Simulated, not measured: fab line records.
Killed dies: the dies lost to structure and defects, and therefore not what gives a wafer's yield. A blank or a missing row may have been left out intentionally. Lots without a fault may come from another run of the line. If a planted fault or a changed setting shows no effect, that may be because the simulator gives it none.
The tool behind it: which one? + flow rit_cmos + 14 lots, 42 wafers sampled, at 5 steps of a route of 202

WHAT THE GAUGES READ, wafer by wafer
RIT_PWELL_OVL_MEAS_06.
| lot  | measured    | on         | PWELL_OVL (nm) |
|------|-------------|------------|----------------|
| L609 | day 1 22:14 | overlay-01 | -3.1 -1.3 -2.9 |
| L610 | day 2 04:14 | overlay-01 | 1.1 1.9 -0.2   |
| L611 | day 2 08:40 | overlay-02 | -2.0 -4.0 -4.3 |
| L612 | day 2 13:08 | overlay-01 | -0.1 -1.4 -0.2 |
| L613 | day 2 19:52 | overlay-02 | 1.2 -0.5 -1.1  |
| L614 | day 3 01:19 | overlay-02 | -0.1 -0.7 -0.9 |
| L616 | day 3 09:05 | overlay-01 | -2.3 -3.2 -2.9 |
| L617 | day 3 17:29 | overlay-01 | -1.1 -3.3 -1.7 |
| L618 | day 3 20:11 | overlay-02 | 0.1 -1.3 -2.4  |
| L619 | day 4 02:16 | overlay-01 | -2.4 -1.8 -1.1 |
| L620 | day 4 08:04 | overlay-02 | 0.4 0.8 -0.9   |
| L629 | day 6 04:26 | overlay-01 | 2.7 1.5 1.7    |
| L630 | day 6 09:50 | overlay-02 | -4.4 -2.4 -0.9 |
| L632 | day 6 20:41 | overlay-02 | -2.1 -1.4 -2.2 |

RIT_PRETRO_TW_MEAS_10.
| lot  | measured    | on            | PRETRO_TW         |
|------|-------------|---------------|-------------------|
| L609 | day 2 07:26 | film_metro-03 | 467.4 471.3 468.4 |
| L610 | day 2 13:23 | film_metro-04 | 477.8 475.4 477.9 |
| L611 | day 2 17:57 | film_metro-04 | 475.6 475.6 477.2 |
| L612 | day 2 22:54 | film_metro-04 | 476.5 476.8 476.0 |
| L613 | day 3 05:01 | film_metro-03 | 472.5 471.2 472.3 |
| L614 | day 3 10:28 | film_metro-01 | 468.3 468.6 468.4 |
| L616 | day 3 18:40 | film_metro-01 | 467.1 465.1 467.2 |
| L617 | day 4 02:38 | film_metro-04 | 473.5 473.4 469.4 |
| L618 | day 4 06:35 | film_metro-01 | 470.2 471.8 469.5 |
| L619 | day 4 11:33 | film_metro-04 | 469.5 477.6 471.7 |
| L620 | day 4 17:18 | film_metro-03 | 474.2 475.8 476.8 |
| L629 | day 6 13:57 | film_metro-03 | 473.5 473.3 476.3 |
| L630 | day 6 19:11 | film_metro-01 | 471.7 469.8 471.0 |
| L632 | day 7 06:01 | film_metro-01 | 473.3 472.1 474.6 |

RIT_GATE_THK_MEAS_07.
| lot  | measured    | on            | GATE_OXIDE_THK (nm) |
|------|-------------|---------------|---------------------|
| L609 | day 2 09:20 | film_metro-01 | 2.95 2.93 2.95      |
| L610 | day 2 16:42 | film_metro-04 | 2.99 3.09 3.08      |
| L611 | day 2 19:50 | film_metro-02 | 2.97 3.06 3.06      |
| L612 | day 3 00:47 | film_metro-01 | 2.93 2.93 2.97      |
| L613 | day 3 07:03 | film_metro-02 | 3.08 3.12 3.09      |
| L614 | day 3 15:02 | film_metro-02 | 3.10 3.13 3.13      |
| L616 | day 3 23:01 | film_metro-01 | 2.91 3.04 2.95      |
| L617 | day 4 06:23 | film_metro-04 | 3.04 2.96 3.02      |
| L618 | day 4 08:27 | film_metro-02 | 3.06 3.00 3.00      |
| L619 | day 4 15:34 | film_metro-02 | 3.04 3.14 3.11      |
| L620 | day 4 22:50 | film_metro-01 | 2.99 3.07 3.06      |
| L629 | day 6 18:05 | film_metro-04 | 3.07 3.07 3.09      |
| L630 | day 6 21:05 | film_metro-01 | 3.04 3.05 3.04      |
| L632 | day 7 09:23 | film_metro-01 | 2.94 3.01 2.97      |

RIT_PLDD_OVL_MEAS_06.
| lot  | measured    | on         | PLDD_OVL (nm)     |
|------|-------------|------------|-------------------|
| L609 | day 2 18:58 | overlay-02 | -1.0 -2.3 -1.7    |
| L610 | day 3 01:24 | overlay-01 | 2.6 2.8 1.2       |
| L611 | day 3 05:11 | overlay-01 | 0.7 0.6 0.3       |
| L612 | day 3 09:31 | overlay-01 | 0.5 1.5 0.9       |
| L613 | day 3 15:59 | overlay-02 | 0.2 -0.5 1.8      |
| L614 | day 4 00:47 | overlay-01 | -0.6 1.0 1.2      |
| L616 | day 4 07:47 | overlay-01 | 2.4 2.7 2.8       |
| L617 | day 4 15:15 | overlay-02 | 0.6 -2.2 -0.8     |
| L618 | day 4 17:17 | overlay-01 | 241.8 240.9 241.0 |
| L619 | day 5 01:55 | overlay-01 | 241.2 241.7 242.2 |
| L620 | day 5 07:36 | overlay-02 | 240.4 239.8 238.9 |
| L629 | day 7 04:22 | overlay-02 | 0.0 2.1 1.3       |
| L630 | day 7 06:55 | overlay-02 | 0.6 -0.9 -0.6     |
| L632 | day 7 18:49 | overlay-01 | -1.2 -2.1 0.1     |

EACH LOT AND THE TOOL THAT RAN IT (in order: tool; ch and the chambers of the sampled wafers; start)
| lot  | RIT_PLDD_EXPOSE_03                 |
|------|------------------------------------|
| L609 | iline_stepper-01 ch 0, day 2 18:36 |
| L610 | iline_stepper-01 ch 0, day 3 01:01 |
| L611 | iline_stepper-01 ch 0, day 3 04:48 |
| L612 | iline_stepper-01 ch 0, day 3 09:03 |
| L613 | iline_stepper-01 ch 0, day 3 15:35 |
| L614 | iline_stepper-02 ch 0, day 4 00:23 |
| L616 | iline_stepper-01 ch 0, day 4 07:24 |
| L617 | iline_stepper-02 ch 0, day 4 14:51 |
| L618 | iline_stepper-02 ch 0, day 4 16:53 |
| L619 | iline_stepper-02 ch 0, day 5 01:31 |
| L620 | iline_stepper-02 ch 0, day 5 07:12 |
| L629 | iline_stepper-01 ch 0, day 7 03:58 |
| L630 | iline_stepper-01 ch 0, day 7 06:31 |
| L632 | iline_stepper-01 ch 0, day 7 18:20 |
- RIT_PLDD_EXPOSE_03: exposes mask M8, target cd 40900 nm.

AS READ BY THE TOOLS THEMSELVES (means over the sampled wafers that have a number; for cases with no such wafer, the mark the record gives instead)
The record holds no such reading with a usual standard deviation.

THE ANSWER, worked out from the rows above alone
Rule: what is usual is taken from the lots themselves. The widest of any qualifying gaps counts: lots, ordered by their means at a reading, are off when they make up no more than a third of the lots, leave a main group of 4 or more, and stand apart from it by 3 or more times the standard deviation of that group's means. A main group is skipped when, at the precision printed for the reading in the tables above, its means are all equal. Also off: a lot with no number at a reading for which 4 or more lots have one. Where the step has rows for the other lots, those lots are counted as sound. First the gauges in route order, then the tools' own readings, where a lot's mean is used as printed above. The first step at which some lot is off is used, and at that step the reading that is off furthest; a lot without a number counts as furthest.
Off: at RIT_PLDD_OVL_MEAS_06 (PLDD_OVL), L618, L619, L620. Mean 0.4 nm and standard deviation 1.3 in the main group.
If a tool, at a process step before that reading, ran all the lots that are off and no sound lot after the first of them, it fits. The gauges at RIT_PLDD_OVL_MEAS_06 are tried like those tools. One fits: iline_stepper-02 at RIT_PLDD_EXPOSE_03. A fault onset in the window from L617 (day 4 14:51, its last sound lot) to L618 (day 4 16:53, its first lot off) fits.

WHAT HAD BEEN PUT IN BY THE SIMULATOR
Scanner matching overlay: iline_stepper-02, from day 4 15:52 on, at RIT_PLDD_EXPOSE_03. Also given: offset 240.
Shown lots that were struck: L618, L619, L620. The rule above found the same.
